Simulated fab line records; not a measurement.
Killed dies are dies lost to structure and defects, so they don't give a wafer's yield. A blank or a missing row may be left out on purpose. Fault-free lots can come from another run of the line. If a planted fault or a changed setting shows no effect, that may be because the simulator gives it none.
Which of the tools did it?	flow rit cmos	7 lots, 21 wafers sampled, at 2 steps of a route of 202

== WHAT THE GAUGES READ, wafer by wafer ==
RIT_NRETRO_TW_MEAS_10.
lot	measured	on	NRETRO_TW
L804	day 2 16:26	film metro-04	1057 1063 1057
L806	day 3 03:25	film metro-04	1064 1061 1062
L810	day 3 23:58	film metro-04	1063 1066 1059
L814	day 4 20:34	film metro-01	1310 1314 1313
L820	day 6 01:47	film metro-04	1062 1058 1061
L822	day 6 12:47	film metro-01	1054 1057 1056
L824	day 7 02:18	film metro-02	1062 1063 1062

== EACH LOT AND THE TOOL THAT RAN IT (in order: tool; ch and the chambers of the sampled wafers; start) ==
lot	RIT_NRETRO_IMPLANT_08
L804	implanter-03 ch 0, day 2 16:08
L806	implanter-02 ch 0, day 3 03:05
L810	implanter-04 ch 0, day 3 23:38
L814	implanter-03 ch 0, day 4 19:58
L820	implanter-02 ch 0, day 6 01:30
L822	implanter-03 ch 0, day 6 12:29
L824	implanter-04 ch 0, day 7 01:58
- RIT_NRETRO_IMPLANT_08

== THE ANSWER, worked out from the rows above alone ==
Rule: usual is defined by the lots themselves. The widest of any qualifying gaps counts: lots, ordered by their means at a reading, are off when they make up no more than a third of the lots, leave a main group of 4 or more, and stand apart from it by 3 or more times the standard deviation of that group's means. The tables above print the reading to a certain number of digits; a main group whose means all agree to those digits is not used. Also off: a lot with no number at a reading for which 4 or more lots have one. The other lots that the step has rows for count as sound.
Off: L814, seen at RIT_NRETRO_TW_MEAS_10 (NRETRO_TW). Mean 1060 and standard deviation 2.5 in the main group.
If a tool, at a process step before that reading, ran all the lots that are off and no sound lot after the first of them, it fits. Gauges at RIT_NRETRO_TW_MEAS_10: tried the same way as those tools. Not one of the candidates tried fits.

== WHAT THE SIMULATOR HAD INSERTED ==
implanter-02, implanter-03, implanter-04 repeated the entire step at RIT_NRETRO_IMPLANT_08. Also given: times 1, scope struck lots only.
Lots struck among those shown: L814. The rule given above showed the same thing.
